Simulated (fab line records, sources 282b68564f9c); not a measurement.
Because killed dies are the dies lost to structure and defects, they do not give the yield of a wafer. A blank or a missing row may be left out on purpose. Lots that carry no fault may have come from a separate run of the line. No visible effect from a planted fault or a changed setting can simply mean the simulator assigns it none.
A single fault, viewed from 2 desks	flow ritCmos	each desk holds nothing but its own numbers, with what lay behind them at the end

THE TOOL OWNER'S DESK: implanter-01
RIT_PRETRO_IMPLANT_08, tool's own readings: per-lot mean of the sampled wafers with a number, covering each lot this tool ran. The brackets show how far a lot's mean lies from the usual mean; more than 4 standard deviations puts the lot out of limits, marked OUT.
Columns: A = beamEnergyKeV at RIT_PRETRO_IMPLANT_08, usual 45.000
lot	first seen here	A
L454	day 3 09:25	45.004
L456	day 3 18:08	46.493 (+99 or more) OUT
L459	day 4 09:53	46.508 (+99 or more) OUT
L471	day 6 22:08	45.009
This desk finds L456, L459 out of limits, L456 being first, at day 3 18:08 (beamEnergyKeV at RIT_PRETRO_IMPLANT_08). Within limits: L454, L471.

THE METROLOGY DESK
Lot by lot, what the gauges showed, no matter which tool ran the lot: averages of those sampled wafers that carry a number. The brackets show how far a lot's mean lies from the usual mean; more than 4 standard deviations puts the lot out of limits, marked OUT.
Columns: A = NRETRO_TW at RIT_NRETRO_TW_MEAS_10, usual 1051; B = PRETRO_OVL at RIT_PRETRO_OVL_MEAS_06, usual 0.1 nm
lot	first seen here	A	B
L449	day 2 07:23	1042	0.7
L454	day 3 08:04	1067	1.6
L456	day 3 16:53	1064	-1.1
L459	day 4 08:31	1042	0.3
L469	day 6 10:05	1037	1.8
L471	day 6 20:29	1078	0.7
This desk found nothing out of limits on any of the 6 lots.

PUT TOGETHER
At day 3 18:08, on L456, L459, the tool owner's desk was in a position to raise an alarm.
Metrology desk: nothing out of limits seen.
The metrology desk has L456, L459 on record, within its limits.
All the named lots went through RIT_PRETRO_IMPLANT_08 on implanter-01.

WHAT WAS PUT IN BY THE SIMULATOR
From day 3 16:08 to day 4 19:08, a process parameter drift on implanter-01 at RIT_PRETRO_IMPLANT_08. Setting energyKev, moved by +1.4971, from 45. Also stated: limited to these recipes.
Shown lots that were struck: L456, L459.
Each desk's first reading out of limits, in hours after the fault started: the tool owner's desk, 2.
